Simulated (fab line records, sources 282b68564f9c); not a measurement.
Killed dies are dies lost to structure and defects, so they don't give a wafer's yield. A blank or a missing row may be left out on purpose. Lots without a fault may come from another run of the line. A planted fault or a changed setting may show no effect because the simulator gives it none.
Which tool did it? | flow rit_cmos | 13 lots, 39 wafers sampled, at 2 steps of a route of 202

WHAT THE GAUGES READ, wafer by wafer
RIT_ACTIVE_THK_MEAS_04. Usual: ACTIVE_NITRIDE_THK 149.9 nm, standard deviation 1.3.
lot  | measured    | on            | ACTIVE_NITRIDE_THK (nm) | flag
L374 | day 1 14:22 | film_metro-04 | 149.7 149.0 149.5       |
L376 | day 2 02:41 | film_metro-02 | 148.9 149.8 149.9       |
L377 | day 2 06:50 | film_metro-03 | 151.2 149.4 151.3       |
L379 | day 2 17:48 | film_metro-03 | 150.5 148.6 150.8       |
L381 | day 3 00:34 | film_metro-04 | 150.8 150.4 151.8       |
L382 | day 3 06:14 | film_metro-03 | 150.5 151.0 150.9       |
L383 | day 3 11:32 | film_metro-02 | 150.3 150.6 150.3       |
L384 | day 3 15:47 | film_metro-03 | 147.9 147.3 148.0       |
L385 | day 3 22:38 | film_metro-04 | 151.3 153.1 150.8       |
L386 | day 4 01:35 | film_metro-03 | 150.2 149.1 149.3       |
L387 | day 4 09:05 | film_metro-03 | 150.4 149.2 150.5       |
L388 | day 4 12:19 | film_metro-03 | 101.8 102.7 102.6       | OFF
L397 | day 6 11:29 | film_metro-04 | 152.1 150.9 152.3       |

WHICH TOOL RAN EACH LOT (tool, then ch and the chambers of the sampled wafers, then the start)
lot  | RIT_ACTIVE_CVD_03
L374 | lpcvd-01 ch 1, day 1 12:56
L376 | lpcvd-01 ch 1, day 2 01:16
L377 | lpcvd-02 ch 0, day 2 05:24
L379 | lpcvd-02 ch 1, day 2 16:22
L381 | lpcvd-01 ch 1, day 2 23:07
L382 | lpcvd-02 ch 0, day 3 04:49
L383 | lpcvd-01 ch 0, day 3 10:07
L384 | lpcvd-01 ch 0, day 3 14:20
L385 | lpcvd-02 ch 1, day 3 21:13
L386 | lpcvd-01 ch 1, day 4 00:10
L387 | lpcvd-01 ch 0, day 4 07:40
L388 | lpcvd-01 ch 0, day 4 10:55
L397 | lpcvd-02 ch 0, day 6 10:04
- RIT_ACTIVE_CVD_03: deposits Si3N4 from SiH2Cl2/NH3, target thk 150 nm, time 1500 s.

WHAT THE TOOLS THEMSELVES READ (means of the sampled wafers that have a number; where no wafer has one, the mark that the record gives instead)
The record holds no such reading with a usual standard deviation.

THE ANSWER, worked out from the rows above alone
Rule: a lot is off if the mean of its wafers that have a number lies more than 3 standard deviations from the usual mean. A lot without any number at a reading at which 4 lots or more have one is off too. The other lots that the step has rows for count as sound. The gauges are gone through in route order, then the tools' own readings, and for those a lot's mean is taken as printed above. The first step at which some lot is off is used, and at that step the reading that is off furthest; a lot without a number counts as furthest.
Off: L388, at RIT_ACTIVE_THK_MEAS_04 (ACTIVE_NITRIDE_THK).
A tool fits if, at a process step before that reading, it ran every lot that is off, and no sound lot after the first of them. The gauges at RIT_ACTIVE_THK_MEAS_04 are tried like those tools. Can't be told from this: 2 tools fit, lpcvd-01 at RIT_ACTIVE_CVD_03, film_metro-03 at RIT_ACTIVE_THK_MEAS_04.

WHAT THE SIMULATOR HAD PUT IN
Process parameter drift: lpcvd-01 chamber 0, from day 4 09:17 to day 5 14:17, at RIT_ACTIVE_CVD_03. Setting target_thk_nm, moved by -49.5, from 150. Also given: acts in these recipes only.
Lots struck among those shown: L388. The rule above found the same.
